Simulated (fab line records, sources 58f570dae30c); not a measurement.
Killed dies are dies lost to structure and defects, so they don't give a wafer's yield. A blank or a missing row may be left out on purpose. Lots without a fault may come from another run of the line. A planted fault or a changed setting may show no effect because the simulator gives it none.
Which tool did it? | flow berkeley_cmos170 | 7 lots, 21 wafers sampled, at 2 steps of a route of 331

WHAT THE GAUGES READ, wafer by wafer
UCB170_CONTACT_OVL_MEAS_16.
lot  | measured     | on         | CONTACT_OVL (nm)
L135 | day 9 14:50  | overlay-01 | 5 3 7
L139 | day 10 10:30 | overlay-02 | 0 1 -1
L138 | day 10 15:09 | overlay-02 | -6 -3 5
L144 | day 11 04:02 | overlay-01 | 0 -5 -4
L143 | day 11 03:53 | overlay-01 | -1 4 1
L149 | day 11 14:48 | overlay-02 | 3 -4 -2
L150 | day 11 18:45 | overlay-01 | - - -

WHICH TOOL RAN EACH LOT (tool, then ch and the chambers of the sampled wafers, then the start)
lot  | UCB170_CONTACT_EXPOSE_12
L135 | krf_scanner-02 ch 0, day 9 13:43
L139 | krf_scanner-02 ch 0, day 10 09:47
L138 | krf_scanner-02 ch 0, day 10 14:03
L144 | krf_scanner-02 ch 0, day 11 02:44
L143 | krf_scanner-02 ch 0, day 11 02:31
L149 | krf_scanner-02 ch 0, day 11 13:58
L150 | krf_scanner-02, day 11 17:23
- UCB170_CONTACT_EXPOSE_12: exposes mask CONT, target cd 700 nm.

THE ANSWER, worked out from the rows above alone
Rule: what is usual is taken from the lots themselves. Put in order of their means at a reading, lots are off if they are a third of the lots or fewer, leave a main group of 4 or more, and stand apart from it by a gap of 3 or more times the standard deviation of the main group's means; of several such gaps the widest counts. A main group whose means are all the same, to the digits that the tables above print for the reading, isn't used. A lot without any number at a reading at which 4 lots or more have one is off too. The other lots that the step has rows for count as sound.
Off: L150, at UCB170_CONTACT_OVL_MEAS_16 (CONTACT_OVL). Without a number there: L150. The main group: mean 0 nm, standard deviation 2.5.
A tool fits if, at a process step before that reading, it ran every lot that is off, and no sound lot after the first of them. The gauges at UCB170_CONTACT_OVL_MEAS_16 are tried like those tools. Can't be told from this: 2 tools fit, krf_scanner-02 at UCB170_CONTACT_EXPOSE_12, overlay-01 at UCB170_CONTACT_OVL_MEAS_16.

WHAT THE SIMULATOR HAD PUT IN
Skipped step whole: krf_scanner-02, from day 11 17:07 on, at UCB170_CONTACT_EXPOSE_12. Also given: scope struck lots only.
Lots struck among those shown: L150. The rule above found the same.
